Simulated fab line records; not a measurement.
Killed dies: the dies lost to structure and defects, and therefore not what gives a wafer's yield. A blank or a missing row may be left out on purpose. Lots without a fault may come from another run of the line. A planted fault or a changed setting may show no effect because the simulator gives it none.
Shared-tool check || flow ritCmos || 13 lots and 39 wafers in the sample

REASON FOR OPENING
At RIT_CONTACT_CD_MEAS_08 the reading cdNm is flagged on 1 of 13 lots. No-fault wafers: 999.9 nm, standard deviation 1.7.
Rule: a lot is flagged in two cases, either no wafer of it has a number, or all its wafers with numbers fall more than 4 standard deviations from that mean. As for the other lots, they are considered sound.

{"lot": "L249", "measured": "day 3 04:26", "on": "cdSem-02", "cdNm (nm), wafer by wafer": "1000.4 999.5 1000.0", "flag": ""}
{"lot": "L250", "measured": "day 3 10:39", "on": "cdSem-01", "cdNm (nm), wafer by wafer": "1003.1 1000.5 1000.7", "flag": ""}
{"lot": "L251", "measured": "day 3 17:37", "on": "cdSem-01", "cdNm (nm), wafer by wafer": "1002.0 999.7 1001.5", "flag": ""}
{"lot": "L253", "measured": "day 4 02:45", "on": "cdSem-02", "cdNm (nm), wafer by wafer": "1001.3 1000.6 1000.2", "flag": ""}
{"lot": "L254", "measured": "day 4 05:43", "on": "cdSem-02", "cdNm (nm), wafer by wafer": "998.0 998.6 999.8", "flag": ""}
{"lot": "L256", "measured": "day 4 14:16", "on": "cdSem-01", "cdNm (nm), wafer by wafer": "1148.5 1146.3 1146.4", "flag": "FLAGGED"}
{"lot": "L265", "measured": "day 6 16:15", "on": "cdSem-02", "cdNm (nm), wafer by wafer": "998.6 1001.2 999.3", "flag": ""}
{"lot": "L266", "measured": "day 6 20:14", "on": "cdSem-02", "cdNm (nm), wafer by wafer": "997.4 998.2 995.2", "flag": ""}
{"lot": "L267", "measured": "day 7 10:19", "on": "cdSem-02", "cdNm (nm), wafer by wafer": "1003.3 1002.9 1001.9", "flag": ""}
{"lot": "L269", "measured": "day 7 13:46", "on": "cdSem-02", "cdNm (nm), wafer by wafer": "1000.1 999.5 999.9", "flag": ""}
{"lot": "L270", "measured": "day 7 23:27", "on": "cdSem-02", "cdNm (nm), wafer by wafer": "1001.9 1000.9 1000.0", "flag": ""}
{"lot": "L271", "measured": "day 8 02:01", "on": "cdSem-01", "cdNm (nm), wafer by wafer": "999.1 999.4 998.3", "flag": ""}
{"lot": "L272", "measured": "day 8 13:30", "on": "cdSem-02", "cdNm (nm), wafer by wafer": "998.9 999.9 999.6", "flag": ""}
On average the flagged lots' numbers are 1147.1 nm, which is +147.2 nm against the usual, or +87 standard deviations.

LOT BY LOT: THE TOOL USED
The record holds 1 process step before the reading, out of a route of 202 steps. Read each cell as the tool, then ch plus the chambers that the sampled wafers visited, then the start.
{"lot": "L249", "flag": "", "RIT_CONTACT_EXPOSE_05": "ilineStepper-01 ch 0, day 3 03:56"}
{"lot": "L250", "flag": "", "RIT_CONTACT_EXPOSE_05": "ilineStepper-01 ch 0, day 3 10:08"}
{"lot": "L251", "flag": "", "RIT_CONTACT_EXPOSE_05": "ilineStepper-02 ch 0, day 3 17:06"}
{"lot": "L253", "flag": "", "RIT_CONTACT_EXPOSE_05": "ilineStepper-01 ch 0, day 4 02:14"}
{"lot": "L254", "flag": "", "RIT_CONTACT_EXPOSE_05": "ilineStepper-01 ch 0, day 4 05:00"}
{"lot": "L256", "flag": "FLAGGED", "RIT_CONTACT_EXPOSE_05": "ilineStepper-01 ch 0, day 4 13:45"}
{"lot": "L265", "flag": "", "RIT_CONTACT_EXPOSE_05": "ilineStepper-01 ch 0, day 6 15:44"}
{"lot": "L266", "flag": "", "RIT_CONTACT_EXPOSE_05": "ilineStepper-02 ch 0, day 6 19:43"}
{"lot": "L267", "flag": "", "RIT_CONTACT_EXPOSE_05": "ilineStepper-02 ch 0, day 7 09:40"}
{"lot": "L269", "flag": "", "RIT_CONTACT_EXPOSE_05": "ilineStepper-02 ch 0, day 7 13:14"}
{"lot": "L270", "flag": "", "RIT_CONTACT_EXPOSE_05": "ilineStepper-01 ch 0, day 7 22:56"}
{"lot": "L271", "flag": "", "RIT_CONTACT_EXPOSE_05": "ilineStepper-01 ch 0, day 8 01:11"}
{"lot": "L272", "flag": "", "RIT_CONTACT_EXPOSE_05": "ilineStepper-02 ch 0, day 8 12:48"}
These steps, and what they do:
- RIT_CONTACT_EXPOSE_05: exposes mask M11, target cd 1000 nm.
- RIT_CONTACT_CD_MEAS_08: target cd 1000 nm.

FLAGGED OVER TOTAL, TOOL BY TOOL (the gauges that took the reading come last)
{"step": "RIT_CONTACT_EXPOSE_05", "tool": "ilineStepper-01", "lots run": 8, "flagged": 1, "share of the flagged lots": "all", "sound lots run after its first flagged lot": "3 (L265,L270,L271)"}
{"step": "RIT_CONTACT_EXPOSE_05", "tool": "ilineStepper-02", "lots run": 5, "flagged": 0, "share of the flagged lots": "none", "sound lots run after its first flagged lot": "-"}
{"step": "RIT_CONTACT_CD_MEAS_08", "tool": "cdSem-01", "lots run": 4, "flagged": 1, "share of the flagged lots": "all", "sound lots run after its first flagged lot": "1 (L271)"}
{"step": "RIT_CONTACT_CD_MEAS_08", "tool": "cdSem-02", "lots run": 9, "flagged": 0, "share of the flagged lots": "none", "sound lots run after its first flagged lot": "-"}

WHAT THE TABLE ALLOWS
In 2 table rows, all flagged lots were run: ilineStepper-01 (RIT_CONTACT_EXPOSE_05), cdSem-01 (RIT_CONTACT_CD_MEAS_08).
- ilineStepper-01 at RIT_CONTACT_EXPOSE_05: 1 of its 8 lots flagged. Sound lots ran on it after the first flagged one (L265, L270, L271), which a lasting fault on the whole tool wouldn't allow.
- cdSem-01 at RIT_CONTACT_CD_MEAS_08: 1 of its 4 lots flagged. Sound lots ran on it after the first flagged one (L271), which a lasting fault on the whole tool wouldn't allow.
No row of the table ran every flagged lot and no sound lot after the first.

WHAT THE SIMULATOR HAD INSERTED
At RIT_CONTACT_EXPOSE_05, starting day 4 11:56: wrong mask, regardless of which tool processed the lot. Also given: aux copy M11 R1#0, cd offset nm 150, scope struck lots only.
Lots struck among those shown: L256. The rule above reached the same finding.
